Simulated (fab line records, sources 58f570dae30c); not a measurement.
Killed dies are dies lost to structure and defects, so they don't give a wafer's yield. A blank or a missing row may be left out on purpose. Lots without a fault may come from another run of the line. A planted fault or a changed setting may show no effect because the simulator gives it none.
One fault seen from 2 desks | flow berkeley_cmos170 | each desk has only its own numbers; what lay behind them comes last

THE TOOL OWNER'S DESK: pvd_sputter-01
The tool's own readings at UCB170_M1_SPUTTER_00 (material Al, target thk 600 nm, time 80 s): means of the sampled wafers that have a number, for each lot that ran on this tool. A lot is out of limits, marked OUT, if its mean lies more than 4 standard deviations from the usual mean; the brackets give that distance.
Columns: A = throttle_valve_pct at UCB170_M1_SPUTTER_00, usual 30.1 %
lot  | first seen here | A
L223 | day 7 02:04     | 30.2
L224 | day 7 06:59     | 30.3
L226 | day 7 14:37     | 30.0
L227 | day 8 05:33     | 30.2
L229 | day 8 12:50     | 29.9
L235 | day 9 20:47     | 29.9
L237 | day 10 11:09    | 30.4
This desk's finding: nothing out of limits on any of the 7 lots.

THE METROLOGY DESK
What the gauges read, lot by lot, whatever tool the lot ran on: means of the sampled wafers that have a number. A lot is out of limits, marked OUT, if its mean lies more than 4 standard deviations from the usual mean; the brackets give that distance.
Columns: A = SILICIDE_TI_RS at UCB170_SILICIDE_RS_MEAS_02, usual 26.1 ohm/sq; B = SILICIDE_TI_THK at UCB170_SILICIDE_THK_MEAS_03, usual 30.1 nm; C = M1_AL_RS at UCB170_M1_RS_MEAS_01, usual 0.0487 ohm/sq; D = M1_AL_THK at UCB170_M1_THK_MEAS_02, usual 615 nm
lot  | first seen here | A    | B    | C                 | D
L220 | day 6 20:06     | 26.6 | 29.7 | 0.0484            | 619
L223 | day 6 20:12     | 26.0 | 30.4 | 0.0487            | 615
L224 | day 7 01:56     | 26.4 | 29.8 | 0.0482            | 625
L225 | day 7 09:34     | 26.5 | 29.7 | 0.0486            | 619
L226 | day 7 09:40     | 26.9 | 29.6 | 0.0489            | 607
L227 | day 7 23:55     | 26.0 | 30.3 | 0.0493            | 609
L230 | day 8 07:11     | 26.5 | 29.6 | 0.0486            | 618
L229 | day 8 07:21     | 26.2 | 30.1 | 0.0484            | 618
L235 | day 9 15:41     | 25.7 | 30.7 | 0.0445 (-9.1) OUT | 673 (+8.0) OUT
L237 | day 10 05:16    | 25.9 | 30.2 | 0.0447 (-8.8) OUT | 673 (+8.0) OUT
L236 | day 10 05:46    | 25.7 | 30.4 | 0.0489            | 606
L239 | day 10 19:05    | 26.0 | 30.6 | 0.0487            | 614
L240 | day 10 19:14    | 25.9 | 30.2 | 0.0488            | 609
L243 | day 11 11:34    | 26.3 | 29.7 | 0.0487            | 612
This desk's finding: out of limits on L235, L237; first on L235, day 9 20:50 (M1_AL_RS at UCB170_M1_RS_MEAS_01). In limits: L220, L223, L224, L225, L226, L227, L230, L229, L236, L239, L240, L243.

PUT TOGETHER
The metrology desk could have raised an alarm at day 9 20:50, on L235, L237.
The tool owner's desk saw nothing out of limits.
The tool owner's desk has L235, L237 on record, within its limits.
Of the lots named, all ran UCB170_M1_SPUTTER_00 on pvd_sputter-01.

WHAT THE SIMULATOR HAD PUT IN
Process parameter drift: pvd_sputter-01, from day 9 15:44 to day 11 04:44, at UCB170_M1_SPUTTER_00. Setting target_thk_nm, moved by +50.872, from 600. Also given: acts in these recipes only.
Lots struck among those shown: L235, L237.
Hours from the fault's start to each desk's first reading out of limits: the metrology desk, 5.
